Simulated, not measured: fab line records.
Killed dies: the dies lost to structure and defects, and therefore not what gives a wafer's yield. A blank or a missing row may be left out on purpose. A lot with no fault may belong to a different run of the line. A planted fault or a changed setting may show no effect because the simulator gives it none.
Which tool is to blame? / flow rit cmos / 14 lots, 42 wafers sampled, at 3 steps of a route of 202

== WHAT EACH GAUGE READ, for each wafer ==
RIT_SILICIDE_RS_MEAS_02: uses a four-point probe to measure. Usual: SILICIDE_TI_RS gives 48.1 ohm/sq (standard deviation 0.76).
lot=L954; measured=day 3 08:47; on=film metro-03; SILICIDE_TI_RS (ohm/sq)=47.4 48.0 47.4; flag=
lot=L955; measured=day 3 11:19; on=film metro-03; SILICIDE_TI_RS (ohm/sq)=47.1 48.3 47.6; flag=
lot=L957; measured=day 3 19:55; on=film metro-03; SILICIDE_TI_RS (ohm/sq)=48.1 48.1 49.2; flag=
lot=L960; measured=day 4 08:02; on=film metro-02; SILICIDE_TI_RS (ohm/sq)=49.9 49.6 48.1; flag=
lot=L962; measured=day 4 21:13; on=film metro-02; SILICIDE_TI_RS (ohm/sq)=47.9 47.0 46.7; flag=
lot=L965; measured=day 5 10:38; on=film metro-02; SILICIDE_TI_RS (ohm/sq)=47.6 47.6 46.8; flag=
lot=L966; measured=day 5 13:47; on=film metro-02; SILICIDE_TI_RS (ohm/sq)=48.4 47.5 48.9; flag=
lot=L967; measured=day 5 20:24; on=film metro-03; SILICIDE_TI_RS (ohm/sq)=47.2 47.0 46.7; flag=
lot=L968; measured=day 6 00:13; on=film metro-04; SILICIDE_TI_RS (ohm/sq)=49.2 47.7 48.1; flag=
lot=L969; measured=day 6 10:07; on=film metro-02; SILICIDE_TI_RS (ohm/sq)=48.1 47.5 47.1; flag=
lot=L970; measured=day 6 18:29; on=film metro-02; SILICIDE_TI_RS (ohm/sq)=48.2 47.5 47.7; flag=
lot=L971; measured=day 6 19:58; on=film metro-02; SILICIDE_TI_RS (ohm/sq)=- - -; flag=OFF
lot=L972; measured=day 7 06:37; on=film metro-03; SILICIDE_TI_RS (ohm/sq)=- - -; flag=OFF
lot=L977; measured=day 8 07:57; on=film metro-02; SILICIDE_TI_RS (ohm/sq)=47.6 48.1 47.1; flag=

RIT_SILICIDE_THK_MEAS_03: measures by xrf. Usual: SILICIDE_TI_THK gives 30.4 nm (standard deviation 0.41).
lot=L954; measured=day 3 08:54; on=film metro-03; SILICIDE_TI_THK (nm)=30.8 30.5 30.9; flag=
lot=L955; measured=day 3 11:26; on=film metro-03; SILICIDE_TI_THK (nm)=30.8 30.4 30.6; flag=
lot=L957; measured=day 3 20:02; on=film metro-03; SILICIDE_TI_THK (nm)=30.4 30.3 30.0; flag=
lot=L960; measured=day 4 08:09; on=film metro-02; SILICIDE_TI_THK (nm)=29.5 29.8 30.6; flag=
lot=L962; measured=day 4 21:20; on=film metro-02; SILICIDE_TI_THK (nm)=30.7 31.1 31.3; flag=
lot=L965; measured=day 5 10:45; on=film metro-02; SILICIDE_TI_THK (nm)=30.5 30.7 30.9; flag=
lot=L966; measured=day 5 13:54; on=film metro-02; SILICIDE_TI_THK (nm)=30.1 30.6 29.9; flag=
lot=L967; measured=day 5 20:31; on=film metro-03; SILICIDE_TI_THK (nm)=31.0 31.1 31.3; flag=
lot=L968; measured=day 6 00:19; on=film metro-04; SILICIDE_TI_THK (nm)=29.7 30.3 30.3; flag=
lot=L969; measured=day 6 10:14; on=film metro-02; SILICIDE_TI_THK (nm)=30.4 30.6 30.8; flag=
lot=L970; measured=day 6 18:36; on=film metro-02; SILICIDE_TI_THK (nm)=30.3 30.8 30.5; flag=
lot=L971; measured=day 6 20:05; on=film metro-02; SILICIDE_TI_THK (nm)=<0.0 <0.0 <0.0; flag=OFF
lot=L972; measured=day 7 06:44; on=film metro-03; SILICIDE_TI_THK (nm)=<0.0 <0.0 <0.0; flag=OFF
lot=L977; measured=day 8 08:04; on=film metro-02; SILICIDE_TI_THK (nm)=30.6 30.5 31.0; flag=

== WHAT TOOL EACH LOT RAN ON (gives the tool, then ch and the chambers of the sampled wafers, and finally the start) ==
lot=L954; RIT_SILICIDE_SPUTTER_01=pvd sputter-02, day 3 08:37
lot=L955; RIT_SILICIDE_SPUTTER_01=pvd sputter-03, day 3 11:10
lot=L957; RIT_SILICIDE_SPUTTER_01=pvd sputter-02, day 3 19:45
lot=L960; RIT_SILICIDE_SPUTTER_01=pvd sputter-04, day 4 07:53
lot=L962; RIT_SILICIDE_SPUTTER_01=pvd sputter-03, day 4 21:04
lot=L965; RIT_SILICIDE_SPUTTER_01=pvd sputter-03, day 5 10:28
lot=L966; RIT_SILICIDE_SPUTTER_01=pvd sputter-04, day 5 13:37
lot=L967; RIT_SILICIDE_SPUTTER_01=pvd sputter-03, day 5 20:15
lot=L968; RIT_SILICIDE_SPUTTER_01=pvd sputter-04, day 6 00:02
lot=L969; RIT_SILICIDE_SPUTTER_01=pvd sputter-03, day 6 09:58
lot=L970; RIT_SILICIDE_SPUTTER_01=pvd sputter-04, day 6 18:20
lot=L971; RIT_SILICIDE_SPUTTER_01=pvd sputter-02, day 6 19:49
lot=L972; RIT_SILICIDE_SPUTTER_01=pvd sputter-04, day 7 06:28
lot=L977; RIT_SILICIDE_SPUTTER_01=pvd sputter-03, day 8 07:48
- RIT_SILICIDE_SPUTTER_01: material Ti, target thk 30 nm, time 240 s.

== AS READ BY THE TOOLS THEMSELVES (means over the sampled wafers that have a number; for cases with no such wafer, the mark the record gives instead) ==
RIT_SILICIDE_SPUTTER_01. Usual: cathode dc power W 350.00 W, standard deviation 0.062; chamber pressure pa 0.6668 Pa, standard deviation 0.0013; throttle valve pct 30.4 %, standard deviation 0.98.
lot=L954; tool=pvd sputter-02; cathode dc power W (W)=349.96; chamber pressure pa (Pa)=0.6665; throttle valve pct (%)=30.7; flag=
lot=L955; tool=pvd sputter-03; cathode dc power W (W)=349.96; chamber pressure pa (Pa)=0.6677; throttle valve pct (%)=31.5; flag=
lot=L957; tool=pvd sputter-02; cathode dc power W (W)=349.96; chamber pressure pa (Pa)=0.6666; throttle valve pct (%)=30.4; flag=
lot=L960; tool=pvd sputter-04; cathode dc power W (W)=350.04; chamber pressure pa (Pa)=0.6671; throttle valve pct (%)=30.3; flag=
lot=L962; tool=pvd sputter-03; cathode dc power W (W)=350.08; chamber pressure pa (Pa)=0.6654; throttle valve pct (%)=31.6; flag=
lot=L965; tool=pvd sputter-03; cathode dc power W (W)=349.99; chamber pressure pa (Pa)=0.6662; throttle valve pct (%)=30.5; flag=
lot=L966; tool=pvd sputter-04; cathode dc power W (W)=349.97; chamber pressure pa (Pa)=0.6668; throttle valve pct (%)=30.4; flag=
lot=L967; tool=pvd sputter-03; cathode dc power W (W)=350.00; chamber pressure pa (Pa)=0.6672; throttle valve pct (%)=31.3; flag=
lot=L968; tool=pvd sputter-04; cathode dc power W (W)=350.05; chamber pressure pa (Pa)=0.6663; throttle valve pct (%)=30.7; flag=
lot=L969; tool=pvd sputter-03; cathode dc power W (W)=349.99; chamber pressure pa (Pa)=0.6671; throttle valve pct (%)=31.5; flag=
lot=L970; tool=pvd sputter-04; cathode dc power W (W)=350.05; chamber pressure pa (Pa)=0.6679; throttle valve pct (%)=30.4; flag=
lot=L971; tool=pvd sputter-02; cathode dc power W (W)=-; chamber pressure pa (Pa)=-; throttle valve pct (%)=-; flag=OFF
lot=L972; tool=pvd sputter-04; cathode dc power W (W)=-; chamber pressure pa (Pa)=-; throttle valve pct (%)=-; flag=OFF
lot=L977; tool=pvd sputter-03; cathode dc power W (W)=350.03; chamber pressure pa (Pa)=0.6671; throttle valve pct (%)=31.4; flag=

== THE ANSWER, worked out from the rows above alone ==
Rule: lot off if the mean of its wafers having a number is beyond 3 standard deviations from the usual mean. Also off: a lot with no number at a reading for which 4 or more lots have one. The other lots that the step has rows for count as sound. Order of review: gauges by route order, followed by the tools' own readings, for which a lot's mean as printed above is used. At the first step where some lot is off, the reading lying furthest off is the one used; lots without a number count as furthest.
Off: L971, L972, seen at RIT_SILICIDE_RS_MEAS_02 (SILICIDE_TI_RS). Without a number there: L971, L972.
A tool fits if, at a process step before that reading, it ran every lot that is off, and no sound lot after the first of them. Not tried: the gauges at RIT_SILICIDE_RS_MEAS_02; whatever is off there is also off at RIT_SILICIDE_SPUTTER_01, on other tools, and gauge error can't account for it. None of those tried fits.

== WHAT THE SIMULATOR HAD PUT IN ==
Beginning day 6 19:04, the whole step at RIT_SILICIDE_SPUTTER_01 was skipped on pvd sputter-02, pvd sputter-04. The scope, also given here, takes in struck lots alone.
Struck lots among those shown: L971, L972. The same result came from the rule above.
